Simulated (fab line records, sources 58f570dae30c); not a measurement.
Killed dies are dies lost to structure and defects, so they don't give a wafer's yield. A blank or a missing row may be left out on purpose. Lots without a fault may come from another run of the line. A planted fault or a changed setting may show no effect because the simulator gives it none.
Which tool did it? | flow berkeley_cmos170 | 13 lots, 39 wafers sampled, at 3 steps of a route of 331

WHAT THE GAUGES READ, wafer by wafer
UCB170_NLDD_CD_MEAS_06: target cd 1200 nm. Usual: cd_nm 1199.9 nm, standard deviation 1.3.
lot  | measured     | on        | cd_nm (nm)                                | flag
L216 | day 5 20:50  | cd_sem-01 | 1201.1 1201.7 1202.3                      |
L217 | day 6 06:32  | cd_sem-01 | 1198.6 1199.5 1199.2                      |
L219 | day 6 21:06  | cd_sem-02 | 1200.7 1202.3 1200.7                      |
L218 | day 6 21:22  | cd_sem-01 | 1201.3 1201.0 1199.9                      |
L220 | day 6 21:40  | cd_sem-02 | 1198.2 1199.9 1198.3                      |
L225 | day 8 00:49  | cd_sem-01 | 1200.8 1200.8 1198.6                      |
L226 | day 8 13:41  | cd_sem-01 | 1181.7 1182.8 1183.6 1181.5 1182.6 1183.1 | OFF
L228 | day 9 08:50  | cd_sem-02 | 1183.0 1183.8 1182.3 1183.0 1183.9 1182.5 | OFF
L232 | day 9 21:20  | cd_sem-01 | 1200.3 1199.9 1201.5                      |
L234 | day 9 21:52  | cd_sem-01 | 1198.2 1198.6 1198.0                      |
L236 | day 10 23:43 | cd_sem-02 | 1197.8 1197.0 1199.1                      |
L235 | day 11 00:29 | cd_sem-02 | 1198.7 1198.1 1198.3                      |
L238 | day 11 00:37 | cd_sem-02 | 1199.5 1198.3 1198.2                      |

UCB170_NLDD_TW_MEAS_11. Usual: NLDD_TW 2229, standard deviation 19.
lot  | measured     | on            | NLDD_TW           | flag
L216 | day 5 21:23  | film_metro-04 | 2247 2232 2235    |
L217 | day 6 07:05  | film_metro-03 | 2228 2229 2229    |
L219 | day 6 21:39  | film_metro-04 | 2235 2237 2246    |
L218 | day 6 21:54  | film_metro-01 | 2212 2210 2215    |
L220 | day 6 22:13  | film_metro-01 | 2206 2208 2203    |
L225 | day 8 01:20  | film_metro-03 | 2235 2245 2237    |
L226 | day 8 18:19  | film_metro-01 | 30 30 30 30 30 30 | OFF
L228 | day 9 10:53  | film_metro-04 | 31 31 30 30 31 31 | OFF
L232 | day 9 21:53  | film_metro-01 | 2212 2199 2209    |
L234 | day 9 22:24  | film_metro-01 | 2199 2204 2206    |
L236 | day 11 00:16 | film_metro-01 | 2223 2204 2211    |
L235 | day 11 01:02 | film_metro-01 | 2209 2220 2219    |
L238 | day 11 01:09 | film_metro-03 | 2251 2266 2244    |

WHICH TOOL RAN EACH LOT (tool, then ch and the chambers of the sampled wafers, then the start)
lot  | UCB170_NLDD_DEVELOP_05
L216 | litho_track-04 ch 0, day 5 20:00
L217 | litho_track-01 ch 0, day 6 06:00
L219 | litho_track-01 ch 0, day 6 20:00
L218 | litho_track-01 ch 0, day 6 21:00
L220 | litho_track-03 ch 0, day 6 21:00
L225 | litho_track-04 ch 0, day 8 00:00
L226 | litho_track-01 ch 0, day 8 13:00
L228 | litho_track-01 ch 0, day 9 08:00
L232 | litho_track-03 ch 0, day 9 21:00
L234 | litho_track-04 ch 0, day 9 21:00
L236 | litho_track-03 ch 0, day 10 23:00
L235 | litho_track-04 ch 0, day 11 00:00
L238 | litho_track-03 ch 0, day 11 00:00
- UCB170_NLDD_DEVELOP_05: develop time 45 s.

WHAT THE TOOLS THEMSELVES READ (means of the sampled wafers that have a number; where no wafer has one, the mark that the record gives instead)
The record holds no such reading with a usual standard deviation.

THE ANSWER, worked out from the rows above alone
Rule: a lot is off if the mean of its wafers that have a number lies more than 3 standard deviations from the usual mean. A lot without any number at a reading at which 4 lots or more have one is off too. The other lots that the step has rows for count as sound. The gauges are gone through in route order, then the tools' own readings, and for those a lot's mean is taken as printed above. The first step at which some lot is off is used, and at that step the reading that is off furthest; a lot without a number counts as furthest.
Off: L226, L228, at UCB170_NLDD_CD_MEAS_06 (cd_nm).
A tool fits if, at a process step before that reading, it ran every lot that is off, and no sound lot after the first of them. The gauges at UCB170_NLDD_CD_MEAS_06 aren't tried: what is off there is off at UCB170_NLDD_TW_MEAS_11 too, on other tools, and a gauge's error can't cause that. One fits: litho_track-01 at UCB170_NLDD_DEVELOP_05. Its last sound lot is L218 (day 6 21:00), its first lot that is off L226 (day 8 13:00): a fault that began between those two fits.

WHAT THE SIMULATOR HAD PUT IN
Process parameter drift: litho_track-01, from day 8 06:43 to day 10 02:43, at UCB170_NLDD_DEVELOP_05. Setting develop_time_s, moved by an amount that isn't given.
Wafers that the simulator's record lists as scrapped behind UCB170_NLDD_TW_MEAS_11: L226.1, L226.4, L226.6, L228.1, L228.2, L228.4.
Lots struck among those shown: L226, L228. The rule above found the same.
